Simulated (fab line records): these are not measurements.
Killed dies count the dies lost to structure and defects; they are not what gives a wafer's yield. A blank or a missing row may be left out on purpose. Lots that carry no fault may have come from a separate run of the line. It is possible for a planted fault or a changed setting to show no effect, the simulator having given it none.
Lot-split experiment / flow rit-cmos / route with 202 steps; 5 lots, 23 wafers read

THE SPLIT ITSELF
At RIT_ACTIVE_CVD_03 (deposits Si3N4 from SiH2Cl2/NH3, target thk 150 nm, time 1500 s), the setting temp-c was moved away from the recipe's 810 C on 10 of the 23 wafers read, by -1.4% to +2.9%. All remaining wafers had this setting at the recipe value.

FROM THE SPLIT TO THE READING: what the file shows between them, 5 steps
- RIT_ACTIVE_THK_MEAS_04
- RIT_ACTIVE_HMDS_05: prime time 60 s (also split here: prime-time-s)
- RIT_ACTIVE_COAT_06: resist thk 1000 nm
- RIT_ACTIVE_SOFTBAKE_07: time 60 s
- RIT_ACTIVE_HARDBAKE_12: time 60 s

THE READING
oes-product-au, in a.u., at RIT_ACTIVE_ETCH_13 (etches Si3N4 in SF6, stops on SiO2, time 210 s, target depth 210 nm). Typical for fault-free wafers on this fab line: 0.814 a.u., with standard deviation 0.017 a.u.

wafer=L074.1; tool, chamber at the split=lpcvd-01, 0; temp-c as run, C=810; against the recipe=recipe; oes-product-au, a.u.=0.793; against lot-mates on the recipe=-
wafer=L074.2; tool, chamber at the split=lpcvd-01, 0; temp-c as run, C=810; against the recipe=recipe; oes-product-au, a.u.=0.824; against lot-mates on the recipe=-
wafer=L074.4; tool, chamber at the split=lpcvd-01, 0; temp-c as run, C=810; against the recipe=recipe; oes-product-au, a.u.=0.822; against lot-mates on the recipe=-
wafer=L076.1; tool, chamber at the split=-, -; temp-c as run, C=810; against the recipe=recipe; oes-product-au, a.u.=0.800; against lot-mates on the recipe=-
wafer=L076.2; tool, chamber at the split=-, -; temp-c as run, C=810; against the recipe=recipe; oes-product-au, a.u.=0.788; against lot-mates on the recipe=-
wafer=L076.4; tool, chamber at the split=-, -; temp-c as run, C=810; against the recipe=recipe; oes-product-au, a.u.=0.828; against lot-mates on the recipe=-
wafer=L076.5; tool, chamber at the split=-, -; temp-c as run, C=810; against the recipe=recipe; oes-product-au, a.u.=0.790; against lot-mates on the recipe=-
wafer=L076.6; tool, chamber at the split=-, -; temp-c as run, C=810; against the recipe=recipe; oes-product-au, a.u.=0.810; against lot-mates on the recipe=-
wafer=L078.1; tool, chamber at the split=-, -; temp-c as run, C=810; against the recipe=recipe; oes-product-au, a.u.=0.794; against lot-mates on the recipe=-
wafer=L078.2; tool, chamber at the split=-, -; temp-c as run, C=810; against the recipe=recipe; oes-product-au, a.u.=0.825; against lot-mates on the recipe=-
wafer=L078.3; tool, chamber at the split=-, -; temp-c as run, C=810; against the recipe=recipe; oes-product-au, a.u.=0.836; against lot-mates on the recipe=-
wafer=L078.4; tool, chamber at the split=-, -; temp-c as run, C=810; against the recipe=recipe; oes-product-au, a.u.=0.808; against lot-mates on the recipe=-
wafer=L078.5; tool, chamber at the split=-, -; temp-c as run, C=810; against the recipe=recipe; oes-product-au, a.u.=0.784; against lot-mates on the recipe=-
wafer=L084.1; tool, chamber at the split=-, -; temp-c as run, C=833.6; against the recipe=+2.9%; oes-product-au, a.u.=0.957; against lot-mates on the recipe=no lot-mate on the recipe
wafer=L084.2; tool, chamber at the split=-, -; temp-c as run, C=833.6; against the recipe=+2.9%; oes-product-au, a.u.=1.021; against lot-mates on the recipe=no lot-mate on the recipe
wafer=L084.4; tool, chamber at the split=-, -; temp-c as run, C=833.6; against the recipe=+2.9%; oes-product-au, a.u.=1.011; against lot-mates on the recipe=no lot-mate on the recipe
wafer=L084.5; tool, chamber at the split=-, -; temp-c as run, C=833.6; against the recipe=+2.9%; oes-product-au, a.u.=0.959; against lot-mates on the recipe=no lot-mate on the recipe
wafer=L084.6; tool, chamber at the split=-, -; temp-c as run, C=833.6; against the recipe=+2.9%; oes-product-au, a.u.=1.006; against lot-mates on the recipe=no lot-mate on the recipe
wafer=L085.1; tool, chamber at the split=-, -; temp-c as run, C=798.8; against the recipe=-1.4%; oes-product-au, a.u.=0.704; against lot-mates on the recipe=no lot-mate on the recipe
wafer=L085.2; tool, chamber at the split=-, -; temp-c as run, C=798.8; against the recipe=-1.4%; oes-product-au, a.u.=0.755; against lot-mates on the recipe=no lot-mate on the recipe
wafer=L085.3; tool, chamber at the split=-, -; temp-c as run, C=798.8; against the recipe=-1.4%; oes-product-au, a.u.=0.714; against lot-mates on the recipe=no lot-mate on the recipe
wafer=L085.5; tool, chamber at the split=-, -; temp-c as run, C=798.8; against the recipe=-1.4%; oes-product-au, a.u.=0.741; against lot-mates on the recipe=no lot-mate on the recipe
wafer=L085.6; tool, chamber at the split=-, -; temp-c as run, C=798.8; against the recipe=-1.4%; oes-product-au, a.u.=0.713; against lot-mates on the recipe=no lot-mate on the recipe

FIT RESULTS
A straight line over all 23 wafers: oes-product-au changes by +0.062 a.u. for each +1% of temp-c; r = +0.98; the points scatter about the line by 0.021 a.u.
Too few moved wafers with a lot-mate on the recipe to fit a line net of each lot's own level.

THE WHOLE CHAIN: every reading that the file lists as answering this split, in the file's order
step=RIT_ACTIVE_CVD_03; what it does=deposits Si3N4 from SiH2Cl2/NH3, target thk 150 nm, time 1500 s; reading=Si3N4_of_ACTIVE_CVD_03.thk-nm (the simulator's own value, which no gauge read); change (the file's fit)=+25 nm for each +1% of the setting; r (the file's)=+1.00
step=RIT_ACTIVE_THK_MEAS_04; what it does=; reading=ACTIVE_NITRIDE_THK; change (the file's fit)=+24.9 for each +1% of the setting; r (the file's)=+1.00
step=RIT_ACTIVE_ETCH_13; what it does=etches Si3N4 in SF6, stops on SiO2, time 210 s, target depth 210 nm; reading=oes-product-au; change (the file's fit)=+0.062 a.u. for each +1% of the setting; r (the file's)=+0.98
step=RIT_ACTIVE_ETCH_13; what it does=etches Si3N4 in SF6, stops on SiO2, time 210 s, target depth 210 nm; reading=etch.depth-nm (the simulator's own value, which no gauge read); change (the file's fit)=+20.2 nm for each +1% of the setting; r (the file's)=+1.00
step=RIT_ACTIVE_ETCH_13; what it does=etches Si3N4 in SF6, stops on SiO2, time 210 s, target depth 210 nm; reading=ACTIVE.feature-depth-nm (the simulator's own value, which no gauge read); change (the file's fit)=+20.1 nm for each +1% of the setting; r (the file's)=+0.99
step=RIT_M1_PROBE_99; what it does=; reading=etest.nldd.width-nm (the simulator's own value, which no gauge read); change (the file's fit)=+53.5 nm for each +1% of the setting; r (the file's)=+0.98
step=RIT_M1_PROBE_99; what it does=; reading=etest.pldd.width-nm (the simulator's own value, which no gauge read); change (the file's fit)=+55 nm for each +1% of the setting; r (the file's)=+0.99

FILE'S OWN FIT
oes-product-au changes by +0.062 a.u. for each +1% of temp-c, r = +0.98.
